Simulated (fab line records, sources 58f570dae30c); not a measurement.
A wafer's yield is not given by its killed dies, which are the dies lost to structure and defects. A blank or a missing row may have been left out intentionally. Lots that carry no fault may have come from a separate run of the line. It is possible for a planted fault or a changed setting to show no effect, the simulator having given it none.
Split-lot experiment | flow berkeley_cmos170 | 27 wafers read from 5 lots, route of 331 steps

THE SPLIT ITSELF
At UCB170_SILICIDE_SPUTTER_01 (material Ti, target thk 30 nm, time 25 s), the setting time_s was moved away from the recipe's 25 s on 9 of the 27 wafers read, by -33.8% to +54.7%. The other wafers ran this setting at the recipe's value.

FROM THE SPLIT TO THE READING: what the file shows between them, 1 step
- UCB170_SILICIDE_RS_MEAS_02: measures by four-point-probe

THE READING
SILICIDE_TI_THK, in nm, at UCB170_SILICIDE_THK_MEAS_03 (measures by xrf). On this fab line, fault-free wafers typically give 30.1 nm with a standard deviation of 0.32 nm.

wafer  | tool, chamber at the split | time_s as run, s | against the recipe | SILICIDE_TI_THK, nm | against lot-mates on the recipe
L075.1 | pvd_sputter-03, -          | 25               | recipe             | 30.1                | -
L075.2 | pvd_sputter-03, -          | 25               | recipe             | 30.0                | -
L075.3 | pvd_sputter-03, -          | 37.46            | +49.8%             | 45.2                | +15.1
L075.4 | pvd_sputter-03, -          | 25               | recipe             | 30.2                | -
L075.5 | pvd_sputter-03, -          | 37.46            | +49.8%             | 45.4                | +15.3
L075.6 | pvd_sputter-03, -          | 37.46            | +49.8%             | 45.3                | +15.2
L079.3 | pvd_sputter-01, -          | 25               | recipe             | 30.3                | -
L079.4 | pvd_sputter-01, -          | 25               | recipe             | 30.3                | -
L079.6 | pvd_sputter-01, -          | 25               | recipe             | 30.5                | -
L081.1 | pvd_sputter-02, -          | 25               | recipe             | 29.8                | -
L081.2 | pvd_sputter-02, -          | 25               | recipe             | 29.8                | -
L081.3 | pvd_sputter-02, -          | 25               | recipe             | 29.9                | -
L081.4 | pvd_sputter-02, -          | 25               | recipe             | 30.2                | -
L081.5 | pvd_sputter-02, -          | 25               | recipe             | 30.0                | -
L081.6 | pvd_sputter-02, -          | 25               | recipe             | 29.7                | -
L084.1 | pvd_sputter-02, -          | 38.67            | +54.7%             | 46.3                | +16.4
L084.2 | pvd_sputter-02, -          | 25               | recipe             | 30.0                | -
L084.3 | pvd_sputter-02, -          | 38.67            | +54.7%             | 46.2                | +16.3
L084.4 | pvd_sputter-02, -          | 25               | recipe             | 30.0                | -
L084.5 | pvd_sputter-02, -          | 38.67            | +54.7%             | 46.2                | +16.3
L084.6 | pvd_sputter-02, -          | 25               | recipe             | 29.8                | -
L085.1 | pvd_sputter-03, -          | 16.55            | -33.8%             | 19.1                | -10.3
L085.2 | pvd_sputter-03, -          | 16.55            | -33.8%             | 19.4                | -10.0
L085.3 | pvd_sputter-03, -          | 25               | recipe             | 29.5                | -
L085.4 | pvd_sputter-03, -          | 16.55            | -33.8%             | 19.3                | -10.1
L085.5 | pvd_sputter-03, -          | 25               | recipe             | 29.4                | -
L085.6 | pvd_sputter-03, -          | 25               | recipe             | 29.3                | -

FIT RESULTS
A straight line over all 27 wafers: SILICIDE_TI_THK changes by +0.306 nm for each +1% of time_s; r = +1.00; the points scatter about the line by 0.32 nm.
The same after taking each lot's own level away (the mean of its wafers on the recipe; 27 wafers): +0.301 nm for each +1%; r = +1.00; scatter 0.14 nm.
According to that fit, moving time_s by its largest amount changes the reading by 16 nm.
Measured against the standard deviation above, the lots' own levels, which go from 29.40 to 30.37 nm, span 3.0 times it.
Consequently the slope shifts little with the lot-to-lot level, the two slopes agreeing.
Check: for one of the wafers moved furthest among these (+54.7%), held out of the fit, the line's prediction against its lot-mates is +16.5 nm. It came out at +16.4 nm against them.

OTHER SPLITS APPLIED TO THESE WAFERS
Before the reading, these wafers also passed through other splits. Each is held against what the fit with the lots' levels taken away leaves over:
other split on the same wafers           | wafers away from the commonest value | r with SILICIDE_TI_THK (lot level and that fit taken away)
UCB170_ZERO_ETCH_06 target_depth_a       | 6                                    | +0.38
UCB170_WELLDRIVE_OXIDATION_01 ox_time_s  | 21                                   | +0.26
UCB170_FIELD_WET_ETCH_06 time_s          | 21                                   | +0.03
UCB170_GATE_CVD_04 time_s                | 18                                   | +0.19
UCB170_SPACER_ETCHBACK_03 target_depth_a | 9                                    | +0.34

THE WHOLE CHAIN: every reading that the file lists as answering this split, in the file's order
step                        | what it does                             | reading                                                                           | change (the file's fit)                                                           | r (the file's)
UCB170_SILICIDE_SPUTTER_01  | material Ti, target thk 30 nm, time 25 s | Ti_of_SILICIDE_SPUTTER_01.thk_nm (the simulator's own value, which no gauge read) | +0.298 nm for each +1% of the setting                                             | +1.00
UCB170_SILICIDE_RS_MEAS_02  | measures by four-point-probe             | SILICIDE_TI_RS                                                                    | not straight: 44.4 at the lowest setting, 26.3 at the recipe, 15.8 at the highest | not given
UCB170_SILICIDE_THK_MEAS_03 | measures by xrf                          | SILICIDE_TI_THK                                                                   | +0.301 for each +1% of the setting                                                | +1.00

THE FILE'S OWN FIT
SILICIDE_TI_THK changes by +0.301 nm for each +1% of time_s, r = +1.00.
